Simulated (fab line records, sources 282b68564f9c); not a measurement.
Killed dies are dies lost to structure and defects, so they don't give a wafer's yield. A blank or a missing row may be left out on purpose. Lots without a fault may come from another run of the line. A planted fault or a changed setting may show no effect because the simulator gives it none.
Chamber matching | flow rit_cmos | RIT_GATE_ETCH_19 on rie_si-02: 4 sister chambers
The step etches poly-Si in SF6/CHF3/O2, stops on SiO2, time 165 s, target depth 312.5 nm. 4 wafers are shown with their chamber, then 9 later ones without.

WAFERS WITH THEIR CHAMBER
wafer  | chamber | drypump_motor_current_A (A)
L895.6 | 1       | 5.92
L905.1 | 3       | 6.03
L905.2 | 2       | 5.45
L905.4 | 0       | 6.16

WAFERS WITHOUT THEIR CHAMBER
wafer  | drypump_motor_current_A (A)
L907.3 | 6.01
L907.5 | 6.17
L907.6 | 5.89
L910.2 | 5.90
L910.4 | 6.12
L910.6 | 6.06
L912.1 | 5.95
L912.4 | 5.45
L912.6 | 5.44

WHICH CHAMBER EACH WENT THROUGH
wafer  | from the rows above | in truth
L907.3 | 3                   | 3
L907.5 | 0                   | 0
L907.6 | 1                   | 1
L910.2 | 1                   | 1
L910.4 | 0                   | 0
L910.6 | 3                   | 3
L912.1 | 1                   | 1
L912.4 | 2                   | 2
L912.6 | 2                   | 2
Placed correctly: 9 of 9. Can't be placed from these rows: 0. Placed wrongly: 0.
How it was worked out, from the rows above alone: a wafer's distance from a chamber is the root of the sum, over the readings, of the square of ((its reading less the chamber's mean) divided by the reading's scatter). The wafer belongs to the nearest chamber; if the next one is less than 2 further off, it can't be placed. A chamber's mean is the mean of its shown wafers. The scatter: with one shown wafer a chamber, the root of the mean of the squares of how far each hidden wafer lies from its nearest shown one.
